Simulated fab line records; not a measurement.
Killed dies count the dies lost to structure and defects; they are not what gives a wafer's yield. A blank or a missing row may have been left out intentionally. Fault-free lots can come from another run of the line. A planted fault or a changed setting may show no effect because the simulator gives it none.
Problem report in the 8D (eight disciplines) form, filled by code ; flow rit_cmos ; the parts of the form that need people (team, actions taken, sign-off) are left out

== 1. PROBLEM STATEMENT ==
Mean of spin_speed_rpm at RIT_NWELL_COAT_01: 1305.9 rpm across 9 wafers in 3 lots; on wafers with no fault it is 2000.1 rpm (standard deviation 1.2). That is -99 or more standard deviations from the usual mean.
The step: resist thk 1300 nm.
Seen first at day 3 14:44 on litho_track-02, wafer L723.1. Wafers with a number at this step in the record: 21, from 7 lots. Rule for "out" (also "out of limits"): further than 4 standard deviations from the usual mean. The rest of the wafers with a number are treated as sound.

== 2. WHAT THIS IS AND IS NOT ==
question;is;is not
which readings at this step;spin_speed_rpm;-
which lots;L723, L724, L726;L716, L717, L733, L736
which wafers of those lots;all that have a number;-
read on which tools;litho_track-02;litho_track-03, litho_track-04
when;from day 3 14:44;"up to then (6 sound wafers); but 6 sound wafers of L733, L736 came after"

== 3. WHAT RULES OUT EACH SUSPECT ==
Counting: a tool at a process step up to the reading stays a suspect if it ran every lot that is out and no sound lot after the first of them.
- litho_track-02 at RIT_NWELL_COAT_01 (resist thk 1300 nm): kept. It ran every lot that is out, first L723 (day 3 14:44), and no sound lot after that; its last sound lot up to then is L716 (day 2 02:02). Its own spin_speed_rpm readings are out on those wafers.
Remaining after the count: litho_track-02 at RIT_NWELL_COAT_01.

== 4. THE CAUSE (what the simulator had put in) ==
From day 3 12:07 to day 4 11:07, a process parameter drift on litho_track-02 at RIT_NWELL_COAT_01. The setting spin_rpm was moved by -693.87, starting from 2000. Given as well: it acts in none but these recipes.
The count eliminated every tool but this one.

== 5. THE EFFECT CHAIN, in route order ==
Each row: a reading where the mean over the struck wafers with a number is more than 3 standard deviations away from the usual. Scope: only readings with a usual standard deviation given in the record; hours: median across lots of the time from each lot's start at the first step in this table that gives one to its start at this step; sigmas: change in usual standard deviations.
hours;step;reading;usual;on struck wafers;change;sigmas
0;RIT_NWELL_COAT_01;spin_speed_rpm;2000.1 rpm;1305.9;-694.2;-99 or more
Here are the process steps it includes:
- RIT_NWELL_COAT_01: resist thk 1300 nm.
Later steps that measure or inspect, where all struck wafers having a row at the step show a number for every such reading and not one has moved that far: RIT_NWELL_OVL_MEAS_06.

== 6. WHAT WOULD HAVE CAUGHT IT SOONER ==
In this record no reading fell out of limits until day 3 14:44, 3 hours after the fault had begun at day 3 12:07.
